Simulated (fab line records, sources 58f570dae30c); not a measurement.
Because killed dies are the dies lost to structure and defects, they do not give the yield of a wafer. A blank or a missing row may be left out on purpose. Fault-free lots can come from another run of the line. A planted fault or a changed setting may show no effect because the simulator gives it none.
The tool behind it: which one?    flow berkeley_cmos170    42 wafers from 14 lots sampled at 5 of the route's 331 steps

== WHAT EACH GAUGE READ, for each wafer ==
UCB170_PWELL_OVL_MEAS_13. Usual: for PWELL_OVL the level is 2 nm and the standard deviation is 5.9.
lot   measured     on          PWELL_OVL (nm)  flag
L115  day 3 10:22  overlay-01  2 3 7           
L116  day 3 23:22  overlay-02  11 10 13        
L117  day 3 23:22  overlay-01  0 3 0           
L118  day 4 07:04  overlay-02  6 1 0           
L119  day 4 11:40  overlay-01  0 0 1           
L122  day 5 02:29  overlay-02  -1 -5 -1        
L125  day 5 11:11  overlay-01  15 9 15         
L126  day 5 18:57  overlay-02  -3 2 1          
L129  day 6 14:07  overlay-01  0 4 7           
L131  day 6 18:50  overlay-01  -2 0 1          
L132  day 7 01:12  overlay-01  0 1 -1          
L133  day 7 14:05  overlay-01  5 6 8           
L135  day 7 22:46  overlay-02  -9 -1 9         
L137  day 8 10:23  overlay-02  9 6 6           

UCB170_ACTIVE_THK_MEAS_03. Usual: for ACTIVE_OXIDE_THK the level is 26.4 nm and the standard deviation is 0.42.
lot   measured     on             ACTIVE_OXIDE_THK (nm)  flag
L115  day 4 08:56  film_metro-03  26.2 26.2 26.5         
L116  day 5 05:59  film_metro-03  26.6 26.4 26.2         
L117  day 4 23:13  film_metro-03  26.4 26.6 26.7         
L118  day 5 12:37  film_metro-02  26.4 26.0 26.2         
L119  day 5 12:37  film_metro-01  26.5 26.2 26.7         
L122  day 6 02:53  film_metro-02  26.2 26.6 26.4         
L125  day 6 11:51  film_metro-02  26.4 26.8 26.9         
L126  day 6 18:32  film_metro-01  26.7 26.7 27.0         
L129  day 7 18:17  film_metro-01  26.7 26.3 26.2         
L131  day 7 22:44  film_metro-02  26.8 26.1 26.4         
L132  day 8 03:34  film_metro-03  26.1 25.5 25.6         
L133  day 8 15:28  film_metro-01  26.6 26.7 26.2         
L135  day 8 23:51  film_metro-03  26.4 26.1 26.0         
L137  day 9 12:59  film_metro-02  26.7 26.1 26.2         

UCB170_ACTIVE_CD_MEAS_13: the cd target is 1200 nm. Usual: cd_nm reads 1199.8 nm (standard deviation 1.4).
lot   measured     on         cd_nm (nm)            flag
L115  day 4 18:23  cd_sem-02  1200.2 1198.9 1199.4  
L116  day 5 13:13  cd_sem-01  1199.0 1199.0 1197.3  
L117  day 5 08:35  cd_sem-02  1198.5 1198.3 1196.9  
L118  day 5 21:01  cd_sem-01  1199.6 1200.5 1201.5  
L119  day 5 20:44  cd_sem-01  1199.1 1199.2 1199.3  
L122  day 6 13:02  cd_sem-01  1199.4 1199.2 1200.0  
L125  day 6 20:58  cd_sem-01  1199.5 1198.9 1199.8  
L126  day 7 03:10  cd_sem-02  1200.8 1201.4 1201.1  
L129  day 8 00:16  cd_sem-01  1201.3 1201.4 1200.9  
L131  day 8 09:04  cd_sem-02  1200.6 1199.7 1199.2  
L132  day 8 09:59  cd_sem-02  1200.1 1199.2 1198.6  
L133  day 9 03:15  cd_sem-02  1203.3 1203.4 1203.7  
L135  day 9 10:59  cd_sem-01  1197.3 1197.8 1197.1  
L137  day 9 20:56  cd_sem-02  1198.6 1198.5 1198.7  

UCB170_ACTIVE_OVL_MEAS_14. Usual: for ACTIVE_OVL the level is 5 nm and the standard deviation is 5.3.
lot   measured     on          ACTIVE_OVL (nm)          flag
L115  day 4 18:30  overlay-02  5 8 10                   
L116  day 5 13:20  overlay-01  1 6 7                    
L117  day 5 08:41  overlay-02  9 4 8                    
L118  day 5 21:08  overlay-01  17 21 16                 
L119  day 5 20:52  overlay-01  -1 9 -3                  
L122  day 6 13:10  overlay-01  7 8 11                   
L125  day 6 21:04  overlay-02  -5 1 2                   
L126  day 7 03:15  overlay-01  6 3 0                    
L129  day 8 00:23  overlay-01  9 5 5                    
L131  day 8 09:09  overlay-02  -1 1 -6                  
L132  day 8 10:07  overlay-02  107 108 101 104 105 100  OFF
L133  day 9 03:22  overlay-01  102 100 98 99 97 97      OFF
L135  day 9 11:04  overlay-02  13 13 7                  
L137  day 9 21:01  overlay-01  10 10 16                 

== WHICH TOOL RAN EACH LOT (tool, then ch and the chambers of the sampled wafers, then the start) ==
lot   UCB170_ACTIVE_EXPOSE_10
L115  krf_scanner-02 ch 0, day 4 17:52
L116  krf_scanner-01 ch 0, day 5 12:50
L117  krf_scanner-02 ch 0, day 5 08:02
L118  krf_scanner-02 ch 0, day 5 20:08
L119  krf_scanner-02 ch 0, day 5 19:49
L122  krf_scanner-01 ch 0, day 6 12:35
L125  krf_scanner-01 ch 0, day 6 20:29
L126  krf_scanner-01 ch 0, day 7 02:47
L129  krf_scanner-01 ch 0, day 7 23:53
L131  krf_scanner-02 ch 0, day 8 08:01
L132  krf_scanner-02 ch 0, day 8 08:27
L133  krf_scanner-02 ch 0, day 9 02:52
L135  krf_scanner-01 ch 0, day 9 10:35
L137  krf_scanner-01 ch 0, day 9 20:32
- UCB170_ACTIVE_EXPOSE_10: exposes mask ACTIVE, target cd 1200 nm.

== AS READ BY THE TOOLS THEMSELVES (means over the sampled wafers that have a number; for cases with no such wafer, the mark the record gives instead) ==
UCB170_ACTIVE_EXPOSE_10. Usual: stage_vel_mm_s 499.98 mm/s, standard deviation 0.26.
lot   tool            stage_vel_mm_s (mm/s)  flag
L115  krf_scanner-02  500.25                 
L116  krf_scanner-01  499.85                 
L117  krf_scanner-02  499.74                 
L118  krf_scanner-02  499.94                 
L119  krf_scanner-02  500.03                 
L122  krf_scanner-01  499.66                 
L125  krf_scanner-01  500.04                 
L126  krf_scanner-01  500.19                 
L129  krf_scanner-01  500.28                 
L131  krf_scanner-02  500.19                 
L132  krf_scanner-02  499.59                 
L133  krf_scanner-02  499.99                 
L135  krf_scanner-01  499.92                 
L137  krf_scanner-01  500.15                 

== THE ANSWER, worked out from the rows above alone ==
Rule: take the mean of a lot's wafers that have a number; if it is more than 3 standard deviations from the usual mean, the lot is off. A lot without any number at a reading at which 4 lots or more have one is off too. Any other lot the step has rows for is counted as sound. After the gauges, taken in route order, come the tools' own readings; for these a lot's mean is taken, as printed above. The first step at which some lot is off is used, and at that step the reading that is off furthest; a lot without a number counts as furthest.
Off: at UCB170_ACTIVE_OVL_MEAS_14 (ACTIVE_OVL), L132, L133.
If a tool, at a process step before that reading, ran all the lots that are off and no sound lot after the first of them, it fits. Those tools and the gauges at UCB170_ACTIVE_OVL_MEAS_14 are tried in the same way. One fits: krf_scanner-02 at UCB170_ACTIVE_EXPOSE_10. A fault onset in the window from L131 (day 8 08:01, its last sound lot) to L132 (day 8 08:27, its first lot off) fits.

== WHAT HAD BEEN PUT IN BY THE SIMULATOR ==
Scanner matching overlay: krf_scanner-02, from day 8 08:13 on, at UCB170_ACTIVE_EXPOSE_10. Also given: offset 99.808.
Lots struck among those shown: L132, L133. The rule given above showed the same thing.
